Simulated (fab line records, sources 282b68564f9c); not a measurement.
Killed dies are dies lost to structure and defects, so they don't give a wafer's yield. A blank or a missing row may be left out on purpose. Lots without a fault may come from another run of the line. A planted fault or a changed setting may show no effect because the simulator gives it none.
A struck lot beside a sound one | flow rit_cmos | 16 steps out of a route of 202
Sound: wafers L210.2, L210.4, L210.6. Struck: wafers L219.1, L219.2, L219.5. The cause comes at the end.
At each step with rows: each side's tool, then ch and its chambers, then its first start. Under that, the readings that differ: sound wafers | struck wafers | difference of the means | sigmas: that difference in standard deviations of wafers without a fault.
alike: readings whose means differ by less than 2 such deviations, and words and numbers that are the same on both sides. not compared: withheld readings, readings that some wafer has no value for, bounds like >300 that may hide the same value, and numbers for which the record gives no deviation and whose values overlap.
The two part at a step that has a row with sigmas, a row that says differs or no value, or rows on one side only. Numbers that don't overlap but have no deviation are shown without sigmas and don't part them. A reading that every wafer of one side lacks parts them only if that side has two wafers or more.

RIT_PWELL_TW_MEAS_10:
  sound on film_metro-02, day 3 02:56; struck on film_metro-01, day 5 02:01
  alike: PWELL_TW
then, 1 step without rows for these wafers: RIT_WELLDRIVE_ANNEAL_00 (time 14700 s).
RIT_WELLDRIVE_RS_MEAS_01: measures by four-point-probe.
  sound on film_metro-02, day 3 10:33; struck on film_metro-01, day 5 07:59
  alike: NWELL_RS
RIT_WELLDRIVE_RS_MEAS_02: measures by four-point-probe.
  sound on film_metro-02, day 3 10:40; struck on film_metro-01, day 5 08:06
  alike: PWELL_RS
then, 6 steps without rows for these wafers: RIT_NRETRO_HMDS_00 (prime time 60 s); RIT_NRETRO_COAT_01 (resist thk 1300 nm); RIT_NRETRO_SOFTBAKE_02 (time 60 s); RIT_NRETRO_EXPOSE_03 (exposes mask M4, target cd 43900 nm); RIT_NRETRO_PEB_04; RIT_NRETRO_DEVELOP_05 (develop time 68 s).
RIT_NRETRO_OVL_MEAS_06:
  sound on overlay-02, day 3 11:39; struck on overlay-02, day 5 09:13
  alike: NRETRO_OVL
then, 1 step without rows for these wafers: RIT_NRETRO_HARDBAKE_07 (time 120 s).
RIT_NRETRO_IMPLANT_08:
  sound on implanter-02 ch 0, day 3 11:58; struck on implanter-02 ch 0, day 5 09:31
  reading            | sound                            | struck                        | difference | sigmas
  dose_ions_cm2      | 1.0007e+13 1.0004e+13 1.0009e+13 | 7.819e+12 7.804e+12 7.806e+12 | -2.197e+12 | -99 or more
  faraday_current_uA | 31.2 31.6 32.9                   | 25.0 24.8 24.5                | -7.1       | -11
  alike: beam_on_s
RIT_NRETRO_STRIP_09: strips in O2, time 180 s.
  sound on plasma_asher-04 ch 0,1, day 3 12:05; struck on plasma_asher-04 ch 0,1, day 5 09:41
  alike: drypump_motor_current_A
  not compared: rf_hours_counter_h
RIT_NRETRO_TW_MEAS_10:
  sound on film_metro-02, day 3 12:16; struck on film_metro-02, day 5 09:51
  reading   | sound          | struck      | difference | sigmas
  NRETRO_TW | 1066 1063 1065 | 976 974 979 | -88        | -10
then, 1 step without rows for these wafers: RIT_PRETRO_HMDS_00 (prime time 60 s).

WHERE THEY PART
First at RIT_NRETRO_IMPLANT_08; last, within this record, at RIT_NRETRO_TW_MEAS_10.

WHY: what the simulator had put in
Process parameter drift: implanter-02, from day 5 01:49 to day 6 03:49, at RIT_NRETRO_IMPLANT_08. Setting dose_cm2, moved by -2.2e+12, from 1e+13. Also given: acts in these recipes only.
